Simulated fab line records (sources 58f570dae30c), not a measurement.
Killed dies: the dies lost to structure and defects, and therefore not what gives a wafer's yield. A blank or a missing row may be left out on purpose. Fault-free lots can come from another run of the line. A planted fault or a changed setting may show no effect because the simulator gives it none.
Split-lot trial + flow berkeley-cmos170 + route with 331 steps; 5 lots, 23 wafers read

== THE SPLIT ITSELF ==
At UCB170_M2_EXPOSE_12 (exposes mask METAL2, target cd 700 nm), the setting dose-mj was moved away from the recipe's 26 on 9 of the 23 wafers read, by -2.1% to +7.2%. All remaining wafers had this setting at the recipe value.

== FROM THE SPLIT TO THE READING: what the file shows between them, 2 steps ==
- UCB170_M2_PEB_13
- UCB170_M2_DEVELOP_14: develop time 45 s

== THE READING ==
cd-nm, in nm, at UCB170_M2_CD_MEAS_15 (target cd 700 nm). On this fab line, fault-free wafers typically give 699.9 nm with a standard deviation of 1.5 nm.

| wafer  | tool, chamber at the split | dose-mj as run | against the recipe | cd-nm, nm | against lot-mates on the recipe |
|--------|----------------------------|----------------|--------------------|-----------|---------------------------------|
| L076.1 | krf-scanner-01, 0          | 26             | recipe             | 701.0     | -                               |
| L076.2 | krf-scanner-01, 0          | 26             | recipe             | 700.0     | -                               |
| L076.3 | krf-scanner-01, 0          | 27.88          | +7.2%              | 688.9     | -11.6                           |
| L076.4 | krf-scanner-01, 0          | 27.88          | +7.2%              | 688.6     | -11.9                           |
| L076.6 | krf-scanner-01, 0          | 27.88          | +7.2%              | 689.0     | -11.5                           |
| L077.1 | krf-scanner-02, 0          | 26             | recipe             | 697.1     | -                               |
| L077.2 | krf-scanner-02, 0          | 25.46          | -2.1%              | 702.0     | +4.3                            |
| L077.3 | krf-scanner-02, 0          | 26             | recipe             | 698.7     | -                               |
| L077.4 | krf-scanner-02, 0          | 25.46          | -2.1%              | 701.5     | +3.8                            |
| L077.6 | krf-scanner-02, 0          | 26             | recipe             | 697.2     | -                               |
| L079.1 | krf-scanner-01, 0          | 26             | recipe             | 698.5     | -                               |
| L079.2 | krf-scanner-01, 0          | 26             | recipe             | 700.2     | -                               |
| L079.4 | krf-scanner-01, 0          | 27.69          | +6.5%              | 687.5     | -12.0                           |
| L079.5 | krf-scanner-01, 0          | 26             | recipe             | 699.8     | -                               |
| L079.6 | krf-scanner-01, 0          | 27.69          | +6.5%              | 687.4     | -12.1                           |
| L081.1 | krf-scanner-01, 0          | 27.46          | +5.6%              | 691.6     | -8.7                            |
| L081.2 | krf-scanner-01, 0          | 27.46          | +5.6%              | 689.7     | -10.6                           |
| L081.4 | krf-scanner-01, 0          | 26             | recipe             | 701.1     | -                               |
| L081.5 | krf-scanner-01, 0          | 26             | recipe             | 699.8     | -                               |
| L081.6 | krf-scanner-01, 0          | 26             | recipe             | 700.1     | -                               |
| L083.1 | krf-scanner-01, 0          | 26             | recipe             | 701.1     | -                               |
| L083.5 | krf-scanner-01, 0          | 26             | recipe             | 699.7     | -                               |
| L083.6 | krf-scanner-01, 0          | 26             | recipe             | 700.2     | -                               |

FIT RESULTS
A straight line over all 23 wafers: cd-nm changes by -1.58 nm for each +1% of dose-mj; r = -0.97; the points scatter about the line by 1.3 nm.
The same after taking each lot's own level away (the mean of its wafers on the recipe; 23 wafers): -1.72 nm for each +1%; r = -0.99; scatter 0.74 nm.
Per that fit: largest dose-mj move, reading shift of 12 nm.
Across the lots, their own levels run from 697.67 to 700.50 nm, a range of 1.9 times the standard deviation given above.
Hence the lot-to-lot level has little effect on the slope; both slopes agree.
Check: with one of the wafers moved furthest among these (+7.2%) left out of the fit, the line predicts -12.5 nm for it against its lot-mates. Against them it came out at -11.6 nm.

== FURTHER SPLITS ON THESE WAFERS ==
Before the reading, these wafers also passed through other splits. Each is held against what the fit with the lots' levels taken away leaves over:
| other split on the same wafers | wafers away from the commonest value | r with cd-nm (lot level and that fit taken away) |
|--------------------------------|--------------------------------------|--------------------------------------------------|
| UCB170_V1_EXPOSE_09 dose-mj    | 7                                    | +0.24                                            |
| UCB170_M2_SPUTTER_01 power-w   | 7                                    | +0.01                                            |

== THE WHOLE CHAIN: every reading that the file lists as answering this split, in the file's order ==
| step                 | what it does         | reading                                                   | change (the file's fit)              | r (the file's) |
|----------------------|----------------------|-----------------------------------------------------------|--------------------------------------|----------------|
| UCB170_M2_CD_MEAS_15 | target cd 700 nm     | cd-nm                                                     | -1.73 nm for each +1% of the setting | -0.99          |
| UCB170_M2_ETCH_17    | etches BARC in N2/H2 | M2.cd-nm (the simulator's own value, which no gauge read) | -1.7 nm for each +1% of the setting  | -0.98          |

== THE FILE'S OWN FIT ==
cd-nm changes by -1.73 nm for each +1% of dose-mj, r = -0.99.
